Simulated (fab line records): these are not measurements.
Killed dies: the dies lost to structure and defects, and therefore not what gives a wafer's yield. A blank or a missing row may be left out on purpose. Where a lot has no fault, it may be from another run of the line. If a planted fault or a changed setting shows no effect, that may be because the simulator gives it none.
Code-filled problem report in 8D (eight disciplines) form	flow rit_cmos	the parts of the form that need people (team, actions taken, sign-off) are left out

## 1. WHAT IS WRONG
ACTIVE_NITRIDE_THK at RIT_ACTIVE_THK_MEAS_04 reads a mean of 121.2 nm on 3 wafers of 1 lot; wafers without a fault read 149.9 nm with a standard deviation of 1.5. Measured from the usual mean, that is -19 standard deviations.
First observed at day 3 17:01: wafer L180.1, on film_metro-02. The record has a number at this step for 39 wafers belonging to 13 lots. The rule behind "out" and "out of limits": a value lying over 4 standard deviations away from the usual mean. Any other wafer with a number is counted as sound.

## 2. WHAT IT IS, WHAT IT ISN'T
question	is	is not
which readings at this step	ACTIVE_NITRIDE_THK	-
which lots	L180	L170, L171, L172, L174, L175, L177, L184, L185, L186, L187, L189, L191
which wafers of those lots	all that have a number	-
read on which gauges	film_metro-02	film_metro-01, film_metro-03
when	from day 3 17:01	up to then (18 sound wafers); but 18 sound wafers of L184, L185, L186, L187, L189, L191 came after

## 3. WHAT RULES OUT EACH SUSPECT
Counting: a tool at a process step up to the reading stays a suspect if it ran every lot that is out and no sound lot after the first of them.
- the gauge at RIT_ACTIVE_THK_MEAS_04 is ruled out. All the wafers that are out were read on film_metro-02, but those of them that RIT_ACTIVE_CVD_03 has rows for are out there too, on other tools.
- lpcvd-02 at RIT_ACTIVE_CVD_03 (deposits Si3N4 from SiH2Cl2/NH3, target thk 150 nm, time 1500 s): kept. It ran the lot that is out, L180 (day 3 15:35), and no sound lot after that; its last sound lot up to then is L170 (day 1 12:07). Its own pressure_mtorr readings are out on those wafers.
After counting, what remains is lpcvd-02 at RIT_ACTIVE_CVD_03.

## 4. THE CAUSE (what the simulator had put in)
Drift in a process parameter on lpcvd-02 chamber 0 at RIT_ACTIVE_CVD_03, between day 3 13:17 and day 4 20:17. Setting pressure_mtorr, moved by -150, from 300. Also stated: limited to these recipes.
This tool alone remained once counting was done.

## 5. THE CHAIN OF EFFECTS, in route order
One row per reading whose mean, taken over the struck wafers that have a number, lies over 3 standard deviations from the usual. Readings are gone through only where the record gives a usual standard deviation; hours: the median, over the lots, of the time from a lot's start at the first step in this table giving one to that lot's start at this step; sigmas: the change measured in usual standard deviations.
hours	step	reading	usual	on struck wafers	change	sigmas
0	RIT_ACTIVE_CVD_03	pressure_mtorr	300.1 mTorr	150.1	-150.0	-99 or more
1	RIT_ACTIVE_THK_MEAS_04	ACTIVE_NITRIDE_THK	149.9 nm	121.2	-28.7	-19
3	RIT_ACTIVE_ETCH_13	oes_product_au	0.824 a.u.	0.734	-0.090	-5.6
Its process steps:
- RIT_ACTIVE_CVD_03: deposits Si3N4 from SiH2Cl2/NH3, target thk 150 nm, time 1500 s.
- RIT_ACTIVE_ETCH_13: etches Si3N4 in SF6, stops on SiO2, time 210 s, target depth 210 nm.

## 6. HOW IT WOULD HAVE BEEN CAUGHT EARLIER
4 hours passed between the start of the fault at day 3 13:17 and the first reading out of limits at a measuring or inspecting step in this record, taken at day 3 17:01.
The tool's own readings at RIT_ACTIVE_CVD_03 were out on every struck wafer that the step has a row for (pressure_mtorr): an alarm limit on them would have fired on the first of those.
Lots out: 1; all had begun RIT_ACTIVE_CVD_03 on lpcvd-02 by day 3 17:01. None of them would have been spared by holding the tool at that moment.
